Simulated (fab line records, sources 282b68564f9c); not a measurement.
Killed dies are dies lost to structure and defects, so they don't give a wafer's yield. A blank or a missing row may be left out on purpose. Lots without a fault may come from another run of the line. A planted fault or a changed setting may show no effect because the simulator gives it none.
One fault seen from 2 desks | flow rit_cmos | each desk has only its own numbers; what lay behind them comes last

THE METROLOGY DESK
What the gauges read, lot by lot, whatever tool the lot ran on: means of the sampled wafers that have a number. A lot is out of limits, marked OUT, if its mean lies more than 4 standard deviations from the usual mean; the brackets give that distance.
Columns: A = PSD_TW at RIT_PSD_TW_MEAS_10, usual 3448; B = PSD_RS at RIT_SDANNEAL_RS_MEAS_04, usual 115.98 ohm/sq; C = NSD_RS at RIT_SDANNEAL_RS_MEAS_05, usual 84.48 ohm/sq; D = PLDD_RS at RIT_SDANNEAL_RS_MEAS_06, usual 178.7 ohm/sq; E = NLDD_RS at RIT_SDANNEAL_RS_MEAS_07, usual 151.6 ohm/sq; F = SILICIDE_TI_RS at RIT_SILICIDE_RS_MEAS_02, usual 47.8 ohm/sq
lot  | first seen here | A    | B      | C     | D     | E     | F
L162 | day 3 13:32     | 3451 | 115.78 | 84.16 | 178.7 | 151.9 | 47.8
L164 | day 3 22:50     | 3444 | 115.89 | 84.21 | 178.6 | 151.0 | 48.0
L168 | day 4 17:59     | 3390 | 116.09 | 84.50 | 178.7 | 151.9 | 47.7
L172 | day 5 13:23     | 3446 | 115.93 | 84.82 | 179.6 | 151.5 | 47.2
L183 | day 7 21:12     | 3502 | 115.71 | 84.88 | 178.7 | 151.0 | 48.5
This desk's finding: nothing out of limits on any of the 5 lots.

THE TOOL OWNER'S DESK: pvd_sputter-03
The tool's own readings at RIT_SILICIDE_SPUTTER_01 (material Ti, target thk 30 nm, time 240 s): means of the sampled wafers that have a number, for each lot that ran on this tool. A lot is out of limits, marked OUT, if its mean lies more than 4 standard deviations from the usual mean; the brackets give that distance.
Columns: A = cathode_dc_power_W at RIT_SILICIDE_SPUTTER_01, usual 350.00 W; B = throttle_valve_pct at RIT_SILICIDE_SPUTTER_01, usual 29.6 %
lot  | first seen here | A                        | B
L164 | day 3 23:49     | 349.99                   | 29.5
L168 | day 4 18:57     | 349.99                   | 30.2
L172 | day 5 14:21     | 350.01                   | 29.1
L183 | day 7 22:12     | 343.26 (-99 or more) OUT | 29.1
This desk's finding: out of limits on L183; first on L183, day 7 22:12 (cathode_dc_power_W at RIT_SILICIDE_SPUTTER_01). In limits: L164, L168, L172.

PUT TOGETHER
The tool owner's desk could have raised an alarm at day 7 22:12, on L183.
The metrology desk saw nothing out of limits.
The metrology desk has L183 on record, within its limits.
Of the lots named, all ran RIT_SILICIDE_SPUTTER_01 on pvd_sputter-03.

WHAT THE SIMULATOR HAD PUT IN
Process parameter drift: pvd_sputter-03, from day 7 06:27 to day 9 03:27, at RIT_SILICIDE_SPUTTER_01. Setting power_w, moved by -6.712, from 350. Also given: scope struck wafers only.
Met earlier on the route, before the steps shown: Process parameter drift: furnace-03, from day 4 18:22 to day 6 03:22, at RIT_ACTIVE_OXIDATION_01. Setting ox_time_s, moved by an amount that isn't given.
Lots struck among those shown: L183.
Hours from the fault's start to each desk's first reading out of limits: the tool owner's desk, 16.
